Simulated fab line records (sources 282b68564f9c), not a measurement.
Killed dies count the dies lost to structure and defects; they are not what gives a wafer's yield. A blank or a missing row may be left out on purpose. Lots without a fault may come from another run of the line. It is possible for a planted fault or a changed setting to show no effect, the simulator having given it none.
fab line records	flow rit-cmos
record: lots: 7	wafers: 20	last-day: 7
route steps=202 shown SILICIDE@161 CONTACT@168 M1@202
lots that met no fault: from a run of the same line without faults
start-h: the number of hours between the record's first day and the start of the first shown wafer of the lot	wait-h: time in hours since the lot's previous step	" repeats the value in the row above	L1.1+2: a single row standing in for several wafers	- value missing, or start not given	* or withheld: withheld	< > ~ a bound
route shown NAME@n: names a module that has steps shown in the file, with the first one's number in the route	usual: mean/standard deviation taken from wafers without a fault	same: alike in all rows	chamber/n: place in a boat	sites: each site's reading	_std_site: the standard deviation of these	_edge_site: the outer-site mean with the inner-site mean subtracted	radius-mm: how far each site lies from the wafer's centre	mask NAME#n: copy n	behind: the tool/chamber that last shaped the wafer	hold: reason for holding the lot/hours on hold/outcome of the hold	device: names the non-switching transistor (n, p or np)	end of line: at the end of the route, the tests of the same wafers	a step given without rows: its recipe and nothing more	killed: dies lost to structure and defects at the first sort, not the wafer's yield	map: the dies of a wafer, with x for killed, . for not killed, _ for no die there
set.NAME: the setting that was run; set.NAME@STEP: the one run at that earlier step	model.NAME: the simulator's own value behind a step, which no gauge read
lots at some steps of the route; a table a step, a row a wafer
services: a tool's chamber out of use, with start hour (start-h, from the record's first day; less than 0 if before it), hours out, and reason
== steps ==
step: RIT_SILICIDE_WET_ETCH_00
recipe: chemistry: BOE	target: SiO2	target-depth-nm: 14	time-s: 15	dry: n2-spin	dilution: 10:1	temp-c: 21.5
step: RIT_SILICIDE_SPUTTER_01
recipe: material: Ti	target-thk-nm: 30	power-w: 350	chamber-pressure-pa: 0.6952	gas: Ar	time-s: 240	substrate-temp-c: 25
usual: throttle-valve-pct: 30.2/1.3
lot.wafer	tool	chamber	start-h	wait-h	throttle-valve-pct
L725.1	pvd-sputter-02	-	88.56	0.0	32.6
L725.2	"	-	"	"	30.8
L725.3	"	-	"	"	30.4
L731.1	pvd-sputter-03	-	117.39	0.0	29.9
L731.2	"	-	"	"	30.3
L731.4	"	-	"	"	28.8
L732.1	pvd-sputter-02	-	120.74	0.0	30.6
L732.2	"	-	"	"	29.5
L732.4	"	-	"	"	30.4
L737.1	pvd-sputter-01	-	148.59	0.0	28.0
L737.2	"	-	"	"	28.8
L737.4	"	-	"	"	32.7
L738.2	pvd-sputter-02	-	156.03	0.0	32.4
L738.4	"	-	"	"	29.9
L739.2	pvd-sputter-03	-	161.33	0.0	30.0
L739.3	"	-	"	"	28.8
L739.6	"	-	"	"	28.6
L741.2	pvd-sputter-03	-	170.37	0.0	28.8
L741.3	"	-	"	"	29.8
L741.6	"	-	"	"	29.9
step: RIT_SILICIDE_RS_MEAS_02
recipe: thk-meas-gauge: four-point-probe	reads: Ti_of_SILICIDE_SPUTTER_01
usual: SILICIDE_TI_RS: 52.4/0.86
lot.wafer	tool	chamber	start-h	wait-h	SILICIDE_TI_RS[ohm/sq]
L725.1	film-metro-03	-	88.71	0.1	52.1
L725.2	"	-	"	"	52.0
L725.3	"	-	"	"	50.9
L731.1	film-metro-03	-	117.54	0.1	52.7
L731.2	"	-	"	"	51.9
L731.4	"	-	"	"	52.7
L732.1	film-metro-03	-	120.89	0.1	51.1
L732.2	"	-	"	"	51.4
L732.4	"	-	"	"	51.1
L737.1	film-metro-01	-	148.74	0.1	53.9
L737.2	"	-	"	"	52.3
L737.4	"	-	"	"	52.7
L738.2	film-metro-01	-	156.21	0.1	53.0
L738.4	"	-	"	"	52.5
L739.2	film-metro-01	-	161.50	0.1	51.8
L739.3	"	-	"	"	51.7
L739.6	"	-	"	"	51.5
L741.2	film-metro-01	-	170.54	0.1	51.8
L741.3	"	-	"	"	51.8
L741.6	"	-	"	"	52.3
step: RIT_SILICIDE_THK_MEAS_03
recipe: thk-meas-gauge: xrf	reads: Ti_of_SILICIDE_SPUTTER_01
usual: SILICIDE_TI_THK: 29.8/0.4
lot.wafer	tool	chamber	start-h	wait-h	SILICIDE_TI_THK[nm]
L725.1	film-metro-03	-	88.83	0.1	29.9
L725.2	"	-	"	"	30.2
L725.3	"	-	"	"	30.5
L731.1	film-metro-03	-	117.66	0.1	29.7
L731.2	"	-	"	"	29.9
L731.4	"	-	"	"	29.6
L732.1	film-metro-03	-	121.01	0.1	30.3
L732.2	"	-	"	"	30.2
L732.4	"	-	"	"	30.3
L737.1	film-metro-01	-	148.86	0.1	29.2
L737.2	"	-	"	"	30.0
L737.4	"	-	"	"	29.8
L738.2	film-metro-01	-	156.32	0.1	29.5
L738.4	"	-	"	"	29.9
L739.2	film-metro-01	-	161.61	0.1	30.1
L739.3	"	-	"	"	30.2
L739.6	"	-	"	"	30.4
L741.2	film-metro-01	-	170.65	0.1	30.4
L741.3	"	-	"	"	30.2
L741.6	"	-	"	"	30.0
step: RIT_SILICIDE_RTA_04
recipe: temp-c: 650	time-s: 10	idle-temp-c: 25	ramp-up-s: 5	ramp-down-s: 5	cool-to-c: 25	ambient: N2
usual: wafer_temp_C_max: 654.1/1.1
lot.wafer	tool	chamber	start-h	wait-h	wafer_temp_C_max
L725.1	rtp-anneal-01	0	88.89	0.1	653.4
L725.2	"	0	"	"	653.0
L725.3	"	0	"	"	653.6
L731.1	rtp-anneal-01	0	117.72	0.1	653.1
L731.2	"	0	"	"	653.2
L731.4	"	0	"	"	653.3
L732.1	rtp-anneal-02	0	121.07	0.1	653.9
L732.2	"	0	"	"	655.2
L732.4	"	0	"	"	654.6
L737.1	rtp-anneal-01	0	148.92	0.1	654.6
L737.2	"	0	"	"	654.8
L737.4	"	0	"	"	653.8
L738.2	rtp-anneal-02	0	156.39	0.1	654.3
L738.4	"	0	"	"	653.8
L739.2	rtp-anneal-01	0	161.67	0.1	654.3
L739.3	"	0	"	"	652.4
L739.6	"	0	"	"	653.3
L741.2	rtp-anneal-01	0	170.71	0.1	653.8
L741.3	"	0	"	"	652.8
L741.6	"	0	"	"	653.0
step: RIT_SILICIDE_WET_ETCH_05
recipe: chemistry: SPM	target: Ti	temp-c: 90	time-s: 120	dry: n2-spin
step: RIT_SILICIDE_RTA_06
recipe: temp-c: 750	time-s: 10	idle-temp-c: 25	ramp-up-s: 5	ramp-down-s: 10	cool-to-c: 25	ambient: N2
usual: wafer_temp_C_max: 754.7/1.4
lot.wafer	tool	chamber	start-h	wait-h	wafer_temp_C_max
L725.1	rtp-anneal-02	0	89.00	0.0	753.6
L725.2	"	0	"	"	754.9
L725.3	"	0	"	"	755.3
L731.1	rtp-anneal-02	0	117.83	0.0	755.5
L731.2	"	0	"	"	756.5
L731.4	"	0	"	"	757.2
L732.1	rtp-anneal-01	0	121.22	0.0	753.4
L732.2	"	0	"	"	752.5
L732.4	"	0	"	"	753.8
L737.1	rtp-anneal-02	0	149.03	0.0	756.0
L737.2	"	0	"	"	756.0
L737.4	"	0	"	"	756.0
L738.2	rtp-anneal-01	0	156.56	0.0	754.2
L738.4	"	0	"	"	753.4
L739.2	rtp-anneal-02	0	161.77	0.0	755.8
L739.3	"	0	"	"	756.7
L739.6	"	0	"	"	757.2
L741.2	rtp-anneal-02	0	170.82	0.0	758.0
L741.3	"	0	"	"	755.1
L741.6	"	0	"	"	755.5
step: RIT_CONTACT_CVD_00
recipe: material: SiO2	target-thk-nm: 400	precursor: TEOS	temp-c: 390	time-s: 61	rf-w: 400
usual: heater-power-w: 315/47	rf-fwd-power-W: 396.3/1.5
lot.wafer	tool	chamber	start-h	wait-h	heater-power-w	rf-fwd-power-W
L725.1	pecvd-02	1	89.06	0.1	297	397.8
L725.2	"	2	"	"	388	395.2
L725.3	"	2	"	"	396	394.0
L731.1	pecvd-02	1	117.89	0.1	229	394.6
L731.2	"	2	"	"	390	397.3
L731.4	"	2	"	"	399	397.2
L732.1	pecvd-01	0	121.29	0.1	383	397.7
L732.2	"	2	"	"	345	395.3
L732.4	"	1	"	"	309	396.4
L737.1	pecvd-02	1	149.16	0.1	230	396.5
L737.2	"	2	"	"	384	396.3
L737.4	"	0	"	"	302	396.9
L738.2	pecvd-01	2	156.61	0.0	344	395.8
L738.4	"	2	"	"	355	396.2
L739.2	pecvd-03	0	161.83	0.0	238	397.4
L739.3	"	1	"	"	307	394.9
L739.6	"	0	"	"	257	397.4
L741.2	pecvd-01	1	170.87	0.0	288	396.8
L741.3	"	2	"	"	303	393.7
L741.6	"	0	"	"	283	398.8
step: RIT_CONTACT_THK_MEAS_01
recipe: reads: SiO2_of_CONTACT_CVD_00
usual: CONTACT_TEOS_THK: 400/5.1
lot.wafer	tool	chamber	start-h	wait-h	CONTACT_TEOS_THK[nm]
L725.1	film-metro-03	-	89.14	0.1	392
L725.2	"	-	"	"	397
L725.3	"	-	"	"	399
L731.1	film-metro-01	-	117.95	0.0	391
L731.2	"	-	"	"	400
L731.4	"	-	"	"	410
L732.1	film-metro-02	-	121.34	0.0	403
L732.2	"	-	"	"	398
L732.4	"	-	"	"	405
L737.1	film-metro-01	-	149.22	0.0	390
L737.2	"	-	"	"	397
L737.4	"	-	"	"	401
L738.2	film-metro-02	-	156.67	0.0	405
L738.4	"	-	"	"	411
L739.2	film-metro-02	-	161.89	0.0	393
L739.3	"	-	"	"	397
L739.6	"	-	"	"	401
L741.2	film-metro-03	-	170.93	0.0	399
L741.3	"	-	"	"	399
L741.6	"	-	"	"	402
step: RIT_CONTACT_HMDS_02
recipe: prime-time-s: 60	prime-temp-c: 140
step: RIT_CONTACT_COAT_03
recipe: resist: NOVOLAK	spin-rpm: 3250	resist-thk-nm: 1000
step: RIT_CONTACT_SOFTBAKE_04
recipe: resist: NOVOLAK	temp-c: 90	time-s: 60
step: RIT_CONTACT_EXPOSE_05
recipe: mask-id: M11	na: 0.6	source-shape: conventional	sigma-outer: 0.5	target-cd-nm: 1000	dose-mj: 250
lot.wafer	tool	chamber	start-h	wait-h	mask	model.CONTACT.overlay-x-nm
L725.1+2+3	iline-stepper-02	0	89.65	0.1	M11#0	-0.4903
L731.1+2+4	iline-stepper-01	0	118.58	0.2	M11#0	-0.241
L732.1+2+4	iline-stepper-02	0	122.01	0.3	M11#0	0.5856
L737.1+2+4	iline-stepper-01	0	149.73	0.1	M11#0	-149.4
L738.2+4	iline-stepper-01	0	157.19	0.1	M11#0	-150.3
L739.2+3+6	iline-stepper-01	0	162.41	0.1	M11#0	-149
L741.2+3+6	iline-stepper-02	0	171.45	0.1	M11#0	0.428
step: RIT_CONTACT_PEB_06
recipe: resist: NOVOLAK	temp-c: withheld	time-s: withheld
step: RIT_CONTACT_DEVELOP_07
recipe: resist: NOVOLAK	develop-time-s: 120	dev-temp-c: 23
step: RIT_CONTACT_CD_MEAS_08
recipe: target-cd-nm: 1000
usual: cd-nm: 999.8/2.3
lot.wafer	tool	chamber	start-h	wait-h	cd-nm
L725.1	cd-sem-01	-	90.17	-	999.2
L725.2	"	-	"	"	1001.3
L725.3	"	-	"	"	998.3
L731.1	cd-sem-02	-	119.10	-	1000.1
L731.2	"	-	"	"	1001.4
L731.4	"	-	"	"	999.6
L732.1	cd-sem-02	-	122.54	-	1001.4
L732.2	"	-	"	"	999.7
L732.4	"	-	"	"	1001.0
L737.1	cd-sem-01	-	150.24	-	994.7
L737.2	"	-	"	"	995.7
L737.4	"	-	"	"	995.5
L738.2	cd-sem-02	-	157.71	-	998.2
L738.4	"	-	"	"	998.4
L739.2	cd-sem-01	-	162.93	-	998.9
L739.3	"	-	"	"	998.7
L739.6	"	-	"	"	998.1
L741.2	cd-sem-01	-	171.97	-	1000.2
L741.3	"	-	"	"	999.4
L741.6	"	-	"	"	1000.8
step: RIT_CONTACT_OVL_MEAS_09
usual: CONTACT_OVL: -0.7/1.5
lot.wafer	tool	chamber	start-h	wait-h	CONTACT_OVL[nm]
L725.1	overlay-02	-	90.29	0.1	-3.0
L725.2	"	-	"	"	-3.8
L725.3	"	-	"	"	-1.2
L731.1	overlay-01	-	119.22	0.1	0.1
L731.2	"	-	"	"	-1.4
L731.4	"	-	"	"	-2.6
L732.1	overlay-01	-	122.66	0.1	0.2
L732.2	"	-	"	"	-0.9
L732.4	"	-	"	"	-0.7
L737.1	overlay-01	-	150.36	0.1	-151.2
L737.2	"	-	"	"	-150.5
L737.4	"	-	"	"	-151.4
L738.2	overlay-02	-	157.81	0.1	-149.4
L738.4	"	-	"	"	-149.5
L739.2	overlay-01	-	163.03	0.1	-150.6
L739.3	"	-	"	"	-149.0
L739.6	"	-	"	"	-149.1
L741.2	overlay-01	-	172.08	0.1	2.7
L741.3	"	-	"	"	0.8
L741.6	"	-	"	"	0.8
step: RIT_CONTACT_HARDBAKE_10
recipe: resist: NOVOLAK	temp-c: 140	time-s: 60
step: RIT_M1_PROBE_99
usual: killed-at-front-end: 7/3	killed-dies: 7/3.1	killed-open: 3.4/2.1	killed-short: 3.4/2
same: gross-dies: 264	killed_at_M0_to_M3: 0	killed_at_M4_up: 0	killed-at-back-side: 0	killed-at-contacts: 0	killed-at-other: 0
lot.wafer	tool	chamber	start-h	wait-h	killed-at-front-end	killed-dies	killed-open	killed-short	model.etest.contact-to-gate.bv-right-v	model.etest.contact-to-gate.bv-left-v
L725.1	prober-02	-	95.61	0.1	4	4	1	3	86.79	91.98
L725.2	prober-02	-	95.66	0.1	14	14	7	7	89.12	90.04
L725.3	prober-02	-	95.71	0.2	7	7	3	4	90.82	90.86
L731.1	prober-02	-	124.50	0.1	11	11	3	8	92.26	91.77
L731.2	prober-02	-	124.55	0.1	10	10	5	5	89.71	91.64
L731.4	prober-02	-	124.65	0.2	2	2	0	2	90.28	91.7
L732.1	prober-01	-	127.83	0.1	4	4	3	1	91.9	91.8
L732.2	prober-01	-	127.88	0.1	7	7	4	3	89.67	91.92
L732.4	prober-01	-	127.98	0.2	7	7	3	4	92.55	88.54
L737.2	prober-02	-	155.59	0.1	9	9	5	4	166.7	17.28
L738.2	prober-01	-	163.04	0.1	5	5	3	2	165.6	13.14
L738.4	prober-01	-	163.14	0.2	3	3	0	3	165.1	15.97
L739.3	prober-02	-	168.52	0.2	13	13	5	8	163.4	16.45
L741.2	prober-02	-	177.47	0.1	7	7	3	4	88.4	90.99
L741.3	prober-02	-	177.52	0.2	2	2	2	0	89.87	91.17
L741.6	prober-02	-	177.67	0.2	6	6	4	2	88.1	85.92
killed by level:class
L725.1 FOX1:geometric-particle:short=2 REOX:geometric-particle:open=1 SPACER:geometric-particle:short=1
L725.2 FOX1:geometric-particle:short=3 SPACER:geometric-particle:open=3 FOX2:geometric-particle:short=2 REOX:geometric-particle:open=2 FOX1:geometric-particle:open=1 GATE:geometric-particle:open=1 GATE:geometric-particle:short=1 REOX:geometric-particle:short=1
L725.3 FOX1:geometric-particle:open=2 SPACER:geometric-particle:short=2 FOX2:geometric-particle:short=1 GATE:geometric-particle:short=1 SPACER:geometric-particle:open=1
L731.1 FOX1:geometric-particle:short=3 GATE:geometric-particle:short=2 ACTIVE:geometric-particle:short=1 FOX1:geometric-particle:open=1 REOX:geometric-particle:short=1 REOX:geometric-particle:open=1 SPACER:geometric-particle:short=1 SPACER:geometric-particle:open=1
L731.2 FOX1:geometric-particle:open=2 GATE:geometric-particle:short=2 REOX:geometric-particle:open=2 SILICIDE:geometric-particle:short=2 SPACER:geometric-particle:short=1 SILICIDE:geometric-particle:open=1
L731.4 GATE:geometric-particle:short=1 REOX:geometric-particle:short=1
L732.1 GATE:geometric-particle:open=3 GATE:geometric-particle:short=1
L732.2 FOX1:geometric-particle:short=1 FOX2:geometric-particle:open=1 GATE:geometric-particle:short=1 GATE:geometric-particle:open=1 REOX:geometric-particle:open=1 REOX:geometric-particle:short=1 SILICIDE:geometric-particle:open=1
L732.4 REOX:geometric-particle:short=2 ACTIVE:geometric-particle:short=1 FOX2:geometric-particle:open=1 GATE:geometric-particle:short=1 GATE:geometric-particle:open=1 SILICIDE:geometric-particle:open=1
L737.2 FOX1:geometric-particle:open=2 GATE:geometric-particle:short=2 GATE:geometric-particle:open=2 FOX1:geometric-particle:short=1 SPACER:geometric-particle:open=1 SILICIDE:geometric-particle:short=1
L738.2 FOX2:geometric-particle:short=1 GATE:geometric-particle:short=1 GATE:geometric-particle:open=1 REOX:geometric-particle:open=1 SPACER:geometric-particle:open=1
L738.4 FOX2:geometric-particle:short=1 GATE:geometric-particle:short=1 SPACER:geometric-particle:short=1
L739.3 GATE:geometric-particle:short=3 REOX:geometric-particle:short=3 GATE:geometric-particle:open=2 REOX:geometric-particle:open=2 FOX1:geometric-particle:short=1 SILICIDE:geometric-particle:short=1 SILICIDE:geometric-particle:open=1
L741.2 GATE:geometric-particle:open=3 GATE:geometric-particle:short=2 FOX1:geometric-particle:short=1 FOX2:geometric-particle:short=1
L741.3 FOX1:geometric-particle:open=1 REOX:geometric-particle:open=1
L741.6 SILICIDE:geometric-particle:open=2 FOX1:geometric-particle:open=1 GATE:geometric-particle:short=1 REOX:geometric-particle:open=1 SPACER:geometric-particle:short=1
== services ==
tool	chamber	start-h	hours	kind
pecvd-03	1	72.79	4.3	repair
pecvd-02	0	78.35	14.1	repair
pvd-sputter-01	-	78.45	3.6	repair
pvd-sputter-01	-	85.88	3.1	repair
iline-stepper-01	-	96.02	1.7	pm
iline-stepper-01	0	105.76	-	calibration
pecvd-03	2	108.00	6.5	repair
pecvd-01	2	108.80	2.6	repair
pvd-sputter-03	-	131.63	5.5	repair
pvd-sputter-02	-	133.18	21.3	repair
pecvd-02	1	161.91	4.2	repair
== key ==
first-sign: step: RIT_CONTACT_OVL_MEAS_09	reading: CONTACT_OVL	direction: down	sigmas: 99+	usual: -0.7	struck: -150.1
effect none on later readings
model-effect: step: RIT_CONTACT_EXPOSE_05	value: CONTACT.overlay-x-nm	without: 0.5279	struck: -149.5
model-effect: step: RIT_M1_PROBE_99	value: etest.contact-to-gate.bv-right-v	without: 90.16	struck: 165.2
met-at RIT_CONTACT_EXPOSE_05
struck-wafers L737.1,L737.2,L737.4,L738.2,L738.4,L739.2,L739.3,L739.6
rows-end L737.1,L737.4,L739.2,L739.6
tester-left-out L737,L738,L739
onset-between 118.58 149.73
fault: kind: scanner-matching-overlay	tool: iline-stepper-01	chamber: -	onset-h: 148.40	steps: RIT_CONTACT_EXPOSE_05	offset: -150
tester-left-out: of these lots the tester's yield and bins aren't shown, on N5 and GAA mostly nor the transistor test; their killed dies are dies lost to structure and defects alone, not to doping, threshold or leakage, so they don't give the yield
rows-end: these wafers met a further fault down the route, and their rows from its step on are left out
